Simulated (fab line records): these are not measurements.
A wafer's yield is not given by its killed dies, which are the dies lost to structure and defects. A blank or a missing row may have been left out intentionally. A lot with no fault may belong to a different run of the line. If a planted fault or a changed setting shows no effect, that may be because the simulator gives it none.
fab line records	flow rit_cmos
record lots=5	wafers=23
route steps=202 shown REOX@101 NLDD@105 PLDD@122 SPACER@125 NSD@132 PSD@150 SDANNEAL@153 SILICIDE@162 CONTACT@168
start_h: the number of hours between the record's first day and the start of the first shown wafer of the lot	wait_h: hours elapsed since this lot's preceding step	" as in the row above	L1.1+2: a single row standing in for several wafers	- no value, or no start given	* or withheld: withheld	< > ~ a bound
route shown NAME@n: NAME is a module with steps in the file, n the number in the route of the first one	usual: average and standard deviation across the fault-free wafers	same: alike in all rows	chamber/n: place in a boat	sites: readings site by site	_std_site: the standard deviation of these	_edge_site: mean of outer sites minus mean of inner sites	radius_mm: for every site, how far away it sits from the centre of the wafer	mask NAME#n: copy n	behind: tool/chamber where the wafer was last shaped	hold: reason for holding the lot/hours on hold/outcome of the hold	device: whichever transistor did not switch (one of n, p or np)	end of line: the tests these same wafers got at the end of their route	where a step has no rows: the recipe by itself	killed: dies lost to structure and defects at the first sort, not the wafer's yield	map: per-die view of a wafer (x killed, . not killed, _ where there is no die)
set.NAME: the run value of the setting; set.NAME@STEP: its run value at that earlier step	model.NAME: the simulator's own value behind a step, which no gauge read
lots where settings were altered on purpose, with a table for each step and a row for each wafer
## steps
# step RIT_REOX_OXIDATION_03
# recipe temp_c=900	ambient=O2	target_thk_a=252	ox_time_s=5580
lot.wafer	tool	chamber	start_h	wait_h	set.ox_time_s	model.SiO2_of_REOX_OXIDATION_03.thk_nm
L075.1	-	-	-	0.0	4765	22.46
L075.3	"	-	"	"	4765	22.87
L075.4	"	-	"	"	4765	22.81
L075.5	"	-	"	"	4765	22.52
L075.6	"	-	"	"	4765	22.82
L077.1	furnace-01	0	54.83	0.0	5580	24.9
L077.4	"	0	"	"	5580	25.01
L077.6	"	0	"	"	5580	24.65
L080.1	-	-	-	0.0	5580	25.55
L080.2	"	-	"	"	5580	25.69
L080.3	"	-	"	"	5580	25.42
L080.5	"	-	"	"	5580	25.53
L080.6	"	-	"	"	5580	25.3
L081.1	-	-	-	0.0	5263	24.01
L081.2	"	-	"	"	5263	23.8
L081.4	"	-	"	"	5263	23.62
L081.5	"	-	"	"	5263	23.73
L081.6	"	-	"	"	5263	24.2
L082.1	-	-	-	0.0	6169	27.39
L082.2	"	-	"	"	6169	27.44
L082.4	"	-	"	"	6169	26.93
L082.5	"	-	"	"	6169	26.91
L082.6	"	-	"	"	6169	26.86
# step RIT_REOX_THK_MEAS_04
# recipe reads=SiO2_of_REOX_OXIDATION_03
# usual REOX_OXIDE_THK=25.2/0.45
lot.wafer	tool	chamber	start_h	wait_h	set.ox_time_s@REOX_OXIDATION_03	REOX_OXIDE_THK[nm]
L075.1	film_metro-03	-	-	-	4765	22.5
L075.3	"	-	"	"	4765	22.9
L075.4	"	-	"	"	4765	22.8
L075.5	"	-	"	"	4765	22.5
L075.6	"	-	"	"	4765	22.8
L077.1	film_metro-03	-	57.38	0.0	5580	24.9
L077.4	"	-	"	"	5580	25.1
L077.6	"	-	"	"	5580	24.7
L080.1	film_metro-04	-	-	-	5580	25.5
L080.2	"	-	"	"	5580	25.7
L080.3	"	-	"	"	5580	25.4
L080.5	"	-	"	"	5580	25.5
L080.6	"	-	"	"	5580	25.4
L081.1	film_metro-02	-	-	-	5263	24.0
L081.2	"	-	"	"	5263	23.8
L081.4	"	-	"	"	5263	23.6
L081.5	"	-	"	"	5263	23.7
L081.6	"	-	"	"	5263	24.2
L082.1	film_metro-02	-	-	-	6169	27.3
L082.2	"	-	"	"	6169	27.4
L082.4	"	-	"	"	6169	26.9
L082.5	"	-	"	"	6169	26.9
L082.6	"	-	"	"	6169	26.9
# step RIT_NLDD_SOFTBAKE_02
# recipe resist=NOVOLAK	temp_c=90	time_s=60
lot.wafer	tool	chamber	start_h	wait_h	set.temp_c	model.NOVOLAK_of_NLDD_COAT_01.thk_nm
L075.1	litho_track-04	0	45.04	0.1	90	1000
L075.3	"	0	"	"	92.43	997.6
L075.4	"	0	"	"	92.43	998.1
L075.5	"	0	"	"	90	1004
L075.6	"	0	"	"	90	1003
L077.1	litho_track-01	0	57.74	0.1	90	1002
L077.4	"	0	"	"	90	1000
L077.6	"	0	"	"	90	1001
L080.1	litho_track-04	0	75.26	0.1	93.52	991.3
L080.2	"	0	"	"	90	1002
L080.3	"	0	"	"	90	1000
L080.5	"	0	"	"	90	1001
L080.6	"	0	"	"	93.52	990.6
L081.1	litho_track-01	0	75.45	0.1	91.22	992.2
L081.2	"	0	"	"	90	997.4
L081.4+6	"	0	"	"	91.22	992.7
L081.5	"	0	"	"	90	996.9
L082.1	litho_track-03	0	82.63	0.1	90	1007
L082.2	"	0	"	"	93.11	997.4
L082.4	"	0	"	"	93.11	996.9
L082.5	"	0	"	"	90	1005
L082.6	"	0	"	"	90	1002
# step RIT_NLDD_IMPLANT_08
# recipe species=P	energy_kev=20	dose_cm2=5e+14	tilt_deg=7
lot.wafer	tool	chamber	start_h	wait_h	set.energy_kev	model.implant.rp_nm	model.implant.drp_nm
L075.1+3+4+5+6	implanter-04	0	45.90	0.1	20	27.67	12.97
L077.1+4+6	implanter-01	0	58.47	0.1	20	27.51	12.97
L080.1+2+5	implanter-02	0	76.12	0.1	20	28.01	12.97
L080.3+6	"	0	"	"	19.32	27.37	12.7
L081.1+2+4	implanter-04	0	76.36	0.1	18.91	26.99	12.54
L081.5+6	"	0	"	"	20	28.03	12.97
L082.1+4+6	implanter-04	0	83.36	0.1	20	27.82	12.97
L082.2+5	"	0	"	"	20.98	28.73	13.35
# step RIT_PLDD_IMPLANT_08
# recipe species=BF2	energy_kev=20	dose_cm2=9e+14	tilt_deg=7
lot.wafer	tool	chamber	start_h	wait_h	set.tilt_deg
L075.1+3	implanter-02	0	47.45	0.1	7
L075.4+5+6	"	0	"	"	6.737
L077.1+4+6	implanter-02	0	59.98	0.1	7
L080.1+2+3+5+6	implanter-01	0	77.54	0.1	7
L081.1+2	implanter-03	0	77.91	0.1	7.622
L081.4+5+6	"	0	"	"	7
L082.1+2+4+5+6	implanter-02	0	84.97	0.1	7
# step RIT_PLDD_STRIP_09
# recipe chemistry=O2	time_s=180	resist=NOVOLAK	platen_temp_c=withheld	power_w=500	pressure_mtorr=4000	o2_flow_sccm=4000
# step RIT_SPACER_CLEAN_00
# recipe chemistry=SC1	mix=3:3:50	time_s=600	temp_c=75
lot.wafer	tool	chamber	start_h	wait_h	set.ox_time_s@REOX_OXIDATION_03	model.SiO2_of_REOX_OXIDATION_03.thk_nm
L075.1	wet_bench-01	1	47.83	0.1	4765	20.71
L075.3	"	1	"	"	4765	21.09
L075.4	"	1	"	"	4765	21.05
L075.5	"	1	"	"	4765	20.77
L075.6	"	1	"	"	4765	21.06
L077.1	wet_bench-03	0	60.36	0.1	5580	22.95
L077.4	"	0	"	"	5580	23.05
L077.6	"	0	"	"	5580	22.72
L080.1	wet_bench-02	3	77.93	0.1	5580	23.59
L080.2	"	3	"	"	5580	23.73
L080.3	"	3	"	"	5580	23.47
L080.5	"	3	"	"	5580	23.57
L080.6	"	3	"	"	5580	23.36
L081.1	wet_bench-01	0	78.29	0.1	5263	22.18
L081.2	"	0	"	"	5263	21.98
L081.4	"	0	"	"	5263	21.82
L081.5	"	0	"	"	5263	21.93
L081.6	"	0	"	"	5263	22.35
L082.1	wet_bench-01	3	85.35	0.1	6169	25.3
L082.2	"	3	"	"	6169	25.34
L082.4	"	3	"	"	6169	24.88
L082.5	"	3	"	"	6169	24.86
L082.6	"	3	"	"	6169	24.81
# step RIT_SPACER_CVD_03
# recipe material=Si3N4	target_thk_nm=250	temp_c=810	precursor=SiH2Cl2/NH3	time_s=3300	pressure_mtorr=300	sih2cl2_flow_sccm=60	nh3_flow_sccm=150
lot.wafer	tool	chamber	start_h	wait_h	set.nh3_flow_sccm
L075.1+3+4+5+6	-	-	-	0.3	142.4
L077.1+4+6	lpcvd-01	1	60.76	0.0	150
L080.1+2+3+5+6	-	-	-	0.0	150
L081.1+2+4+5+6	-	-	-	0.6	135.5
L082.1+2+4+5+6	-	-	-	0.0	167.6
# step RIT_NSD_COAT_01
# recipe resist=NOVOLAK	spin_rpm=3250	resist_thk_nm=1000
lot.wafer	tool	chamber	start_h	wait_h	set.resist_thk_nm	model.NOVOLAK_of_NSD_COAT_01.thk_nm
L075.1	litho_track-01	0	50.81	0.1	1000	1002
L075.3	"	0	"	"	971.3	968.5
L075.4	"	0	"	"	971.3	969.4
L075.5	"	0	"	"	971.3	971.6
L075.6	"	0	"	"	1000	998.3
L077.1	litho_track-02	0	63.04	0.1	1000	1005
L077.4	"	0	"	"	1000	1004
L077.6	"	0	"	"	1000	1006
L080.1+6	litho_track-04	0	80.60	0.1	1021	1023
L080.2	"	0	"	"	1021	1024
L080.3+5	"	0	"	"	1000	1002
L081.1	litho_track-01	0	81.58	0.1	1000	995.5
L081.2	"	0	"	"	1000	997.6
L081.4	"	0	"	"	1038	1034
L081.5	"	0	"	"	1038	1031
L081.6	"	0	"	"	1000	996.3
L082.1	litho_track-01	0	88.95	0.1	1000	993.1
L082.2	"	0	"	"	1000	995.2
L082.4	"	0	"	"	1000	994.5
L082.5	"	0	"	"	1000	995.4
L082.6	"	0	"	"	1000	994
# step RIT_NSD_SOFTBAKE_02
# recipe resist=NOVOLAK	temp_c=90	time_s=60
# step RIT_NSD_EXPOSE_03
# recipe mask_id=M9	na=0.57	target_cd_nm=40700	dose_mj=250
# step RIT_NSD_DEVELOP_05
# recipe resist=NOVOLAK	develop_time_s=50	dev_temp_c=23
# step RIT_NSD_HARDBAKE_07
# recipe resist=NOVOLAK	temp_c=140	time_s=60
lot.wafer	tool	chamber	start_h	wait_h	set.resist_thk_nm@NSD_COAT_01	model.NOVOLAK_of_NSD_COAT_01.thk_nm
L075.1	litho_track-04	0	51.54	0.0	1000	885.1
L075.3	"	0	"	"	971.3	856.2
L075.4	"	0	"	"	971.3	856.9
L075.5	"	0	"	"	971.3	859
L075.6	"	0	"	"	1000	882.2
L077.1	litho_track-01	0	63.90	0.0	1000	887.9
L077.4	"	0	"	"	1000	887.7
L077.6	"	0	"	"	1000	889.1
L080.1+6	litho_track-04	0	81.34	0.0	1021	903.5
L080.2	"	0	"	"	1021	904.6
L080.3+5	"	0	"	"	1000	885.5
L081.1	litho_track-04	0	82.60	0.2	1000	879.8
L081.2	"	0	"	"	1000	881.6
L081.4	"	0	"	"	1038	913.6
L081.5	"	0	"	"	1038	911.3
L081.6	"	0	"	"	1000	880.5
L082.1	litho_track-04	0	89.69	0.0	1000	877.8
L082.2	"	0	"	"	1000	879.6
L082.4	"	0	"	"	1000	879
L082.5	"	0	"	"	1000	879.8
L082.6	"	0	"	"	1000	878.5
# step RIT_NSD_IMPLANT_08
# recipe species=P	energy_kev=25	dose_cm2=1e+15	tilt_deg=7
lot.wafer	tool	chamber	start_h	wait_h	set.energy_kev	model.implant.drp_nm
L075.1+3+6	implanter-02	0	51.69	0.1	25.44	14.99
L075.4+5	"	0	"	"	25	14.84
L077.1+4+6	implanter-04	0	64.05	0.1	25	14.84
L080.1+2	implanter-03	0	81.49	0.1	25	14.84
L080.3+5+6	"	0	"	"	23.92	14.45
L081.1+2+4+5+6	implanter-03	0	82.75	0.1	25	14.84
L082.1+2+4+5+6	implanter-02	0	89.84	0.1	25	14.84
# step RIT_PSD_IMPLANT_08
# recipe species=BF2	energy_kev=27	dose_cm2=5e+15	tilt_deg=7
lot.wafer	tool	chamber	start_h	wait_h	set.dose_cm2
L075.1+4	implanter-04	0	53.24	0.1	5e+15
L075.3+5+6	"	0	"	"	5.366e+15
L077.1+4+6	implanter-04	0	65.63	0.1	5e+15
L080.1+5+6	implanter-01	0	82.91	0.1	5.238e+15
L080.2+3	"	0	"	"	5e+15
L081.1+2+4+5+6	implanter-01	0	84.17	0.1	5e+15
L082.1+2+4	implanter-04	0	91.45	0.1	5e+15
L082.5+6	"	0	"	"	4.795e+15
# step RIT_PSD_STRIP_09
# recipe chemistry=O2	time_s=180	resist=NOVOLAK	platen_temp_c=withheld	power_w=500	pressure_mtorr=4000	o2_flow_sccm=4000
# step RIT_SDANNEAL_CLEAN_00
# recipe chemistry=SC1	mix=3:3:50	time_s=600	temp_c=75
lot.wafer	tool	chamber	start_h	wait_h	set.nh3_flow_sccm@SPACER_CVD_03	model.Si3N4_of_SPACER_CVD_03.thk_nm
L075.1	wet_bench-01	1	53.62	0.1	142.4	194.5
L075.3+5	"	1	"	"	142.4	193.1
L075.4	"	1	"	"	142.4	193.9
L075.6	"	1	"	"	142.4	191.9
L077.1	wet_bench-03	1	66.02	0.1	150	199.4
L077.4	"	1	"	"	150	198.6
L077.6	"	1	"	"	150	198.1
L080.1	wet_bench-04	0	83.29	0.1	150	200.1
L080.2	"	0	"	"	150	199
L080.3	"	0	"	"	150	201.5
L080.5	"	0	"	"	150	199.7
L080.6	"	0	"	"	150	199.8
L081.1	wet_bench-03	0	84.56	0.1	135.5	185.5
L081.2	"	0	"	"	135.5	183.3
L081.4	"	0	"	"	135.5	184.9
L081.5	"	0	"	"	135.5	183.6
L081.6	"	0	"	"	135.5	185.4
L082.1	wet_bench-01	0	91.84	0.1	167.6	212.3
L082.2	"	0	"	"	167.6	211.6
L082.4+5	"	0	"	"	167.6	211.3
L082.6	"	0	"	"	167.6	212
# step RIT_SDANNEAL_RTA_03
# recipe temp_c=1050	time_s=5	idle_temp_c=600	ramp_up_c_per_s=342	ramp_down_c_per_s=171	cool_to_c=600	ambient=N2
lot.wafer	tool	chamber	start_h	wait_h	set.time_s
L075.1+4+6	rtp_anneal-01	0	53.99	0.0	4.418
L075.3+5	"	0	"	"	5
L077.1+4+6	rtp_anneal-01	0	66.42	0.0	5
L080.1+6	rtp_anneal-02	0	83.66	0.0	5
L080.2+3+5	"	0	"	"	5.211
L081.1+5	rtp_anneal-01	0	84.92	0.0	5.5
L081.2+4+6	"	0	"	"	5
L082.1+4	rtp_anneal-02	0	92.20	0.0	5.578
L082.2+5+6	"	0	"	"	5
# step RIT_SDANNEAL_RS_MEAS_04
# recipe thk_meas_gauge=four-point-probe
# usual PSD_RS=116.0/0.35
lot.wafer	tool	chamber	start_h	wait_h	set.time_s@SDANNEAL_RTA_03	PSD_RS[ohm/sq]
L075.1	film_metro-01	-	54.05	0.0	4.418	117.0
L075.3	"	-	"	"	5	114.6
L075.4	"	-	"	"	4.418	117.5
L075.5	"	-	"	"	5	115.1
L075.6	"	-	"	"	4.418	116.6
L077.1	film_metro-02	-	66.53	0.1	5	116.4
L077.4	"	-	"	"	5	116.6
L077.6	"	-	"	"	5	116.2
L080.1	film_metro-02	-	83.72	0.0	5	115.3
L080.2	"	-	"	"	5.211	115.3
L080.3	"	-	"	"	5.211	115.1
L080.5	"	-	"	"	5.211	114.7
L080.6	"	-	"	"	5	115.4
L081.1	film_metro-01	-	84.98	0.0	5.5	114.6
L081.2	"	-	"	"	5	116.3
L081.4	"	-	"	"	5	116.1
L081.5	"	-	"	"	5.5	114.7
L081.6	"	-	"	"	5	116.3
L082.1	film_metro-03	-	92.26	0.0	5.578	114.1
L082.2	"	-	"	"	5	115.4
L082.4	"	-	"	"	5.578	114.4
L082.5	"	-	"	"	5	116.2
L082.6	"	-	"	"	5	116.6
# step RIT_SDANNEAL_RS_MEAS_06
# recipe thk_meas_gauge=four-point-probe
# usual PLDD_RS=178.6/0.42
lot.wafer	tool	chamber	start_h	wait_h	set.time_s@SDANNEAL_RTA_03	PLDD_RS[ohm/sq]
L075.1	film_metro-01	-	54.29	0.1	4.418	180.4
L075.3	"	-	"	"	5	178.1
L075.4	"	-	"	"	4.418	180.3
L075.5	"	-	"	"	5	178.5
L075.6	"	-	"	"	4.418	180.5
L077.1	film_metro-02	-	66.77	0.1	5	178.9
L077.4	"	-	"	"	5	179.3
L077.6	"	-	"	"	5	179.1
L080.1	film_metro-02	-	83.96	0.1	5	178.1
L080.2	"	-	"	"	5.211	177.5
L080.3	"	-	"	"	5.211	177.5
L080.5	"	-	"	"	5.211	177.5
L080.6	"	-	"	"	5	177.8
L081.1	film_metro-01	-	85.22	0.1	5.5	-
L081.2	"	-	"	"	5	-
L081.4	"	-	"	"	5	179.5
L081.5	"	-	"	"	5.5	177.9
L081.6	"	-	"	"	5	179.7
L082.1	film_metro-03	-	92.50	0.1	5.578	176.3
L082.2	"	-	"	"	5	178.4
L082.4	"	-	"	"	5.578	177.1
L082.5	"	-	"	"	5	178.7
L082.6	"	-	"	"	5	178.7
# step RIT_SILICIDE_SPUTTER_01
# recipe material=Ti	target_thk_nm=30	power_w=350	chamber_pressure_pa=0.667	gas=Ar	time_s=240	substrate_temp_c=25
lot.wafer	tool	chamber	start_h	wait_h	set.chamber_pressure_pa	model.Ti_of_SILICIDE_SPUTTER_01.thk_nm
L075.1	pvd_sputter-02	-	54.54	0.0	0.7415	29.5
L075.3	"	-	"	"	0.7415	29.53
L075.4	"	-	"	"	0.7415	29.35
L075.5	"	-	"	"	0.7415	29.46
L075.6	"	-	"	"	0.7415	29.36
L077.1	pvd_sputter-02	-	67.03	0.0	0.667	30.46
L077.4	"	-	"	"	0.667	30.28
L077.6	"	-	"	"	0.667	30.45
L080.1	pvd_sputter-03	-	84.21	0.0	0.5735	30.69
L080.2	"	-	"	"	0.5735	30.99
L080.3	"	-	"	"	0.5735	31.05
L080.5	"	-	"	"	0.5735	31.16
L080.6	"	-	"	"	0.5735	30.78
L081.1	pvd_sputter-01	-	85.47	0.0	0.7646	28.94
L081.2	"	-	"	"	0.7646	28.8
L081.4	"	-	"	"	0.7646	28.98
L081.5	"	-	"	"	0.7646	28.63
L081.6	"	-	"	"	0.7646	28.88
L082.1	pvd_sputter-03	-	92.75	0.0	0.667	29.57
L082.2	"	-	"	"	0.667	29.92
L082.4	"	-	"	"	0.667	30.08
L082.5	"	-	"	"	0.667	29.94
L082.6	"	-	"	"	0.667	29.52
# step RIT_SILICIDE_RS_MEAS_02
# recipe thk_meas_gauge=four-point-probe	reads=Ti_of_SILICIDE_SPUTTER_01
# usual SILICIDE_TI_RS=47.9/0.54
lot.wafer	tool	chamber	start_h	wait_h	set.chamber_pressure_pa@SILICIDE_SPUTTER_01	SILICIDE_TI_RS[ohm/sq]
L075.1	film_metro-02	-	54.69	0.1	0.7415	60.2
L075.3	"	-	"	"	0.7415	60.1
L075.4	"	-	"	"	0.7415	60.5
L075.5	"	-	"	"	0.7415	60.3
L075.6	"	-	"	"	0.7415	60.5
L077.1	film_metro-01	-	67.18	0.1	0.667	47.0
L077.4	"	-	"	"	0.667	47.4
L077.6	"	-	"	"	0.667	47.1
L080.1	film_metro-01	-	84.36	0.1	0.5735	36.1
L080.2	"	-	"	"	0.5735	35.7
L080.3	"	-	"	"	0.5735	35.6
L080.5	"	-	"	"	0.5735	35.5
L080.6	"	-	"	"	0.5735	35.9
L081.1	film_metro-02	-	85.62	0.1	0.7646	65.9
L081.2	"	-	"	"	0.7646	66.3
L081.4	"	-	"	"	0.7646	65.7
L081.5	"	-	"	"	0.7646	66.7
L081.6	"	-	"	"	0.7646	65.9
L082.1	film_metro-01	-	92.90	0.1	0.667	48.8
L082.2	"	-	"	"	0.667	48.0
L082.4	"	-	"	"	0.667	47.8
L082.5	"	-	"	"	0.667	47.9
L082.6	"	-	"	"	0.667	49.0
# step RIT_CONTACT_CVD_00
# recipe material=SiO2	target_thk_nm=400	precursor=TEOS	temp_c=390	time_s=61	rf_w=400
lot.wafer	tool	chamber	start_h	wait_h	set.time_s	model.SiO2_of_CONTACT_CVD_00.thk_nm
L075.1	pecvd-03	1	55.05	0.1	61	400.2
L075.3	"	2	"	"	61	398
L075.4	"	0	"	"	61	402.3
L075.5	"	2	"	"	61	401
L075.6	"	1	"	"	61	407
L077.1	pecvd-01	2	67.61	0.1	61	400.5
L077.4	"	1	"	"	61	400.6
L077.6	"	0	"	"	61	411.1
L080.1	pecvd-01	2	84.71	0.1	61	395.3
L080.2	"	1	"	"	69.17	443.7
L080.3	"	0	"	"	69.17	447
L080.5	"	1	"	"	61	394.5
L080.6	"	0	"	"	69.17	453.4
L081.1	pecvd-03	0	85.98	0.1	56.78	366.4
L081.2	"	2	"	"	61	393.5
L081.4	"	0	"	"	56.78	375.9
L081.5	"	1	"	"	61	405.5
L081.6	"	2	"	"	56.78	375.5
L082.1	pecvd-02	1	93.26	0.1	61	399.4
L082.2	"	2	"	"	56.91	370.3
L082.4	"	0	"	"	56.91	374.7
L082.5	"	1	"	"	56.91	376.5
L082.6	"	2	"	"	61	410.1
# step RIT_CONTACT_THK_MEAS_01
# recipe reads=SiO2_of_CONTACT_CVD_00
# usual CONTACT_TEOS_THK=399/4.6
lot.wafer	tool	chamber	start_h	wait_h	set.time_s@CONTACT_CVD_00	CONTACT_TEOS_THK[nm]
L075.1	film_metro-04	-	55.10	0.0	61	400
L075.3	"	-	"	"	61	398
L075.4	"	-	"	"	61	402
L075.5	"	-	"	"	61	401
L075.6	"	-	"	"	61	407
L077.1	film_metro-04	-	67.66	0.0	61	401
L077.4	"	-	"	"	61	401
L077.6	"	-	"	"	61	411
L080.1	film_metro-02	-	84.77	0.0	61	396
L080.2	"	-	"	"	69.17	443
L080.3	"	-	"	"	69.17	447
L080.5	"	-	"	"	61	395
L080.6	"	-	"	"	69.17	453
L081.1	film_metro-03	-	86.03	0.0	56.78	366
L081.2	"	-	"	"	61	393
L081.4	"	-	"	"	56.78	376
L081.5	"	-	"	"	61	406
L081.6	"	-	"	"	56.78	375
L082.1	film_metro-02	-	93.31	0.0	61	399
L082.2	"	-	"	"	56.91	370
L082.4	"	-	"	"	56.91	374
L082.5	"	-	"	"	56.91	376
L082.6	"	-	"	"	61	410
# step RIT_CONTACT_DEVELOP_07
# recipe resist=NOVOLAK	develop_time_s=120	dev_temp_c=23
lot.wafer	tool	chamber	start_h	wait_h	set.develop_time_s
L075.1+3+4+5+6	litho_track-04	0	-	-	120
L077.1+4+6	litho_track-03	0	-	-	120
L080.1+2+3+5+6	litho_track-01	0	-	-	120
L081.1+2+5	litho_track-04	0	-	-	109.4
L081.4+6	"	0	"	"	120
L082.1+2+4+5+6	litho_track-04	0	-	-	120
# step RIT_CONTACT_HARDBAKE_10
# recipe resist=NOVOLAK	temp_c=140	time_s=60
# step RIT_CONTACT_ETCH_11
# recipe target_depth_a=4800	over_etch_frac=0.2	stop_on=TiSi2	chemistry=CHF3/CF4/Ar	target=SiO2	CHF3_flow_sccm=50	cf4_flow_sccm=10	Ar_flow_sccm=100	O2_flow_sccm=5	pressure_mtorr=100	rf_w=200	time_s=320
lot.wafer	tool	chamber	start_h	wait_h	set.time_s@CONTACT_CVD_00	model.etch.depth_nm	model.CONTACT.feature_depth_nm
L075.1	rie_diel-01	3	56.55	0.1	61	400.2	400.2
L075.3	"	0	"	"	61	398	398
L075.4	"	2	"	"	61	402.3	402.3
L075.5	"	0	"	"	61	401	401
L075.6	"	1	"	"	61	407	407
L077.1	rie_diel-01	2	69.11	0.1	61	400.5	400.5
L077.4	"	1	"	"	61	400.6	400.6
L077.6	"	2	"	"	61	411.1	411.1
L080.1	rie_diel-01	0	86.11	0.1	61	395.3	395.3
L080.2	"	2	"	"	69.17	443.7	443.7
L080.3	"	3	"	"	69.17	447	447
L080.5	"	3	"	"	61	394.5	394.5
L080.6	"	0	"	"	69.17	453.4	453.4
L081.1	rie_diel-02	2	87.36	0.1	56.78	366.4	366.4
L081.2	"	3	"	"	61	393.5	393.5
L081.4	"	1	"	"	56.78	375.9	375.9
L081.5	"	1	"	"	61	405.5	405.5
L081.6	"	0	"	"	56.78	375.5	375.5
L082.1	rie_diel-01	0	94.64	0.1	61	399.4	399.4
L082.2	"	3	"	"	56.91	370.3	370.3
L082.4	"	2	"	"	56.91	374.7	374.7
L082.5	"	2	"	"	56.91	376.5	376.5
L082.6	"	3	"	"	61	410.1	410.1
## key
split step=RIT_REOX_OXIDATION_03	setting=ox_time_s	stated=5580	by=lot
response step=RIT_REOX_OXIDATION_03	reading=model.SiO2_of_REOX_OXIDATION_03.thk_nm	change=+0.179	per=1%	r=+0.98
response step=RIT_REOX_THK_MEAS_04	reading=REOX_OXIDE_THK	change=+0.179	per=1%	r=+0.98
response step=RIT_SPACER_CLEAN_00	reading=model.SiO2_of_REOX_OXIDATION_03.thk_nm	change=+0.166	per=1%	r=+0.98
split step=RIT_NLDD_SOFTBAKE_02	setting=temp_c	stated=90	by=wafer
response step=RIT_NLDD_SOFTBAKE_02	reading=model.NOVOLAK_of_NLDD_COAT_01.thk_nm	change=-2.27	per=1%	r=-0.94
split step=RIT_NLDD_IMPLANT_08	setting=energy_kev	stated=20	by=wafer
response step=RIT_NLDD_IMPLANT_08	reading=model.implant.rp_nm	change=+0.189	per=1%	r=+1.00
response step=RIT_NLDD_IMPLANT_08	reading=model.implant.drp_nm	change=+0.0785	per=1%	r=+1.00
split step=RIT_PLDD_IMPLANT_08	setting=tilt_deg	stated=7	by=wafer
response none clear
split step=RIT_SPACER_CVD_03	setting=nh3_flow_sccm	stated=150	by=lot
response step=RIT_SDANNEAL_CLEAN_00	reading=model.Si3N4_of_SPACER_CVD_03.thk_nm	change=+1.23	per=1%	r=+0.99
split step=RIT_NSD_COAT_01	setting=resist_thk_nm	stated=1000	by=wafer
response step=RIT_NSD_COAT_01	reading=model.NOVOLAK_of_NSD_COAT_01.thk_nm	change=+9.91	per=1%	r=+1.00
response step=RIT_NSD_HARDBAKE_07	reading=model.NOVOLAK_of_NSD_COAT_01.thk_nm	change=+8.67	per=1%	r=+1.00
split step=RIT_NSD_IMPLANT_08	setting=energy_kev	stated=25	by=wafer
response step=RIT_NSD_IMPLANT_08	reading=model.implant.drp_nm	change=+0.0901	per=1%	r=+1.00
split step=RIT_PSD_IMPLANT_08	setting=dose_cm2	stated=5e+15	by=wafer
response none clear
split step=RIT_SDANNEAL_RTA_03	setting=time_s	stated=5	by=wafer
response step=RIT_SDANNEAL_RS_MEAS_04	reading=PSD_RS	change=-0.165	per=1%	r=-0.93
response step=RIT_SDANNEAL_RS_MEAS_06	reading=PLDD_RS	change=-0.17	per=1%	r=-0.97
split step=RIT_SILICIDE_SPUTTER_01	setting=chamber_pressure_pa	stated=0.667	by=lot
response step=RIT_SILICIDE_SPUTTER_01	reading=model.Ti_of_SILICIDE_SPUTTER_01.thk_nm	change=-0.0679	per=1%	r=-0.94
response step=RIT_SILICIDE_RS_MEAS_02	reading=SILICIDE_TI_RS	change=+1.05	per=1%	r=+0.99
split step=RIT_CONTACT_CVD_00	setting=time_s	stated=61	by=wafer
response step=RIT_CONTACT_CVD_00	reading=model.SiO2_of_CONTACT_CVD_00.thk_nm	change=+4.06	per=1%	r=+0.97
response step=RIT_CONTACT_THK_MEAS_01	reading=CONTACT_TEOS_THK	change=+4.06	per=1%	r=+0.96
response step=RIT_CONTACT_ETCH_11	reading=model.etch.depth_nm	change=+4.06	per=1%	r=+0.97
response step=RIT_CONTACT_ETCH_11	reading=model.CONTACT.feature_depth_nm	change=+4.06	per=1%	r=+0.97
split step=RIT_CONTACT_DEVELOP_07	setting=develop_time_s	stated=120	by=wafer
response none clear
